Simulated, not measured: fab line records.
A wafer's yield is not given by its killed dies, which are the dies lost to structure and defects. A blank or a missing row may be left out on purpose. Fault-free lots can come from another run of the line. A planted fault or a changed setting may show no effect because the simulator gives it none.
Split-lot experiment -- flow rit-cmos -- 5 lots, 23 wafers read, on a route of 202 steps

## ABOUT THE SPLIT
At RIT_NWELL_SOFTBAKE_02 (time 60 s), the setting temp-c was moved away from the recipe's 90 C on 9 of the 23 wafers read, by -3.9% to +2.2%. The other wafers ran this setting at the recipe's value.

## FROM THE SPLIT TO THE READING: what the file shows between them, 2 steps
- RIT_NWELL_EXPOSE_03: exposes mask M2, target cd 43900 nm
- RIT_NWELL_PEB_04

## THE READING
NOVOLAK_of_NWELL_COAT_01.thk-nm (the simulator's own value, which no gauge read), in nm, at RIT_NWELL_DEVELOP_05 (develop time 68 s). The file gives no usual value for it. Average 1277 nm, standard deviation 2.4 nm, over the 14 wafers here run with the recipe.

wafer,"tool, chamber at the split","temp-c as run, C",against the recipe,"NOVOLAK_of_NWELL_COAT_01.thk-nm, nm",against lot-mates on the recipe
L074.1,"litho-track-04, 0",90,recipe,1274,-
L074.4,"litho-track-04, 0",90,recipe,1274,-
L074.2,"litho-track-04, 0",86.53,-3.9%,1287,+13
L074.3,"litho-track-04, 0",86.53,-3.9%,1286,+12
L074.6,"litho-track-04, 0",86.53,-3.9%,1288,+14
L079.1,"litho-track-02, 0",90,recipe,1279,-
L079.2,"litho-track-02, 0",90,recipe,1280,-
L079.4,"litho-track-02, 0",91.96,+2.2%,1274,-5
L079.5,"litho-track-02, 0",90,recipe,1278,-
L079.6,"litho-track-02, 0",91.96,+2.2%,1275,-4
L080.2,"litho-track-04, 0",91.05,+1.2%,1277,-2
L080.3,"litho-track-04, 0",90,recipe,1279,-
L080.4,"litho-track-04, 0",91.05,+1.2%,1276,-3
L080.5,"litho-track-04, 0",90,recipe,1277,-
L080.6,"litho-track-04, 0",90,recipe,1280,-
L082.1,"litho-track-02, 0",91.15,+1.3%,1277,+1
L082.2,"litho-track-02, 0",90,recipe,1279,-
L082.4,"litho-track-02, 0",90,recipe,1273,-
L082.5,"litho-track-02, 0",91.15,+1.3%,1275,-1
L082.6,"litho-track-02, 0",90,recipe,1276,-
L085.1,"litho-track-03, 0",90,recipe,1273,-
L085.3,"litho-track-03, 0",90,recipe,1276,-
L085.4,"litho-track-03, 0",90,recipe,1276,-

THE FIT
A straight line over all 23 wafers: NOVOLAK_of_NWELL_COAT_01.thk-nm changes by -2.15 nm for each +1% of temp-c; r = -0.84; the points scatter about the line by 2.3 nm.
The same after taking each lot's own level away (the mean of its wafers on the recipe; 23 wafers): -2.88 nm for each +1%; r = -0.94; scatter 1.8 nm.
The reading moves by 11 nm for the largest change in temp-c, on that fit.
The lots' own levels span 1274.0 to 1279.0 nm, that is 2.1 times the standard deviation above.
So the lot-to-lot level changes the slope: the two fits differ.
Check: +11.5 nm against its lot-mates is what the line predicts for one of the wafers moved furthest among these (-3.9%) when that wafer is left out of the fit. It came out at +13 nm against them.

## ADDITIONAL SPLITS CARRIED BY THESE WAFERS
Before the reading, these wafers also passed through other splits. Each is held against what the fit with the lots' levels taken away leaves over:
other split on the same wafers,wafers away from the commonest value,r with NOVOLAK_of_NWELL_COAT_01.thk-nm (lot level and that fit taken away)
RIT_ACTIVE_OXIDATION_01 temp-c,10,+0.06
RIT_ACTIVE_EXPOSE_08 dose-mj,11,-0.27
RIT_ACTIVE_ETCH_13 rf-w,5,-0.02
RIT_FOX2_OXIDATION_00 temp-c,18,-0.17

## THE FILE'S OWN FIT
NOVOLAK_of_NWELL_COAT_01.thk-nm changes by -2.74 nm for each +1% of temp-c, r = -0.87.
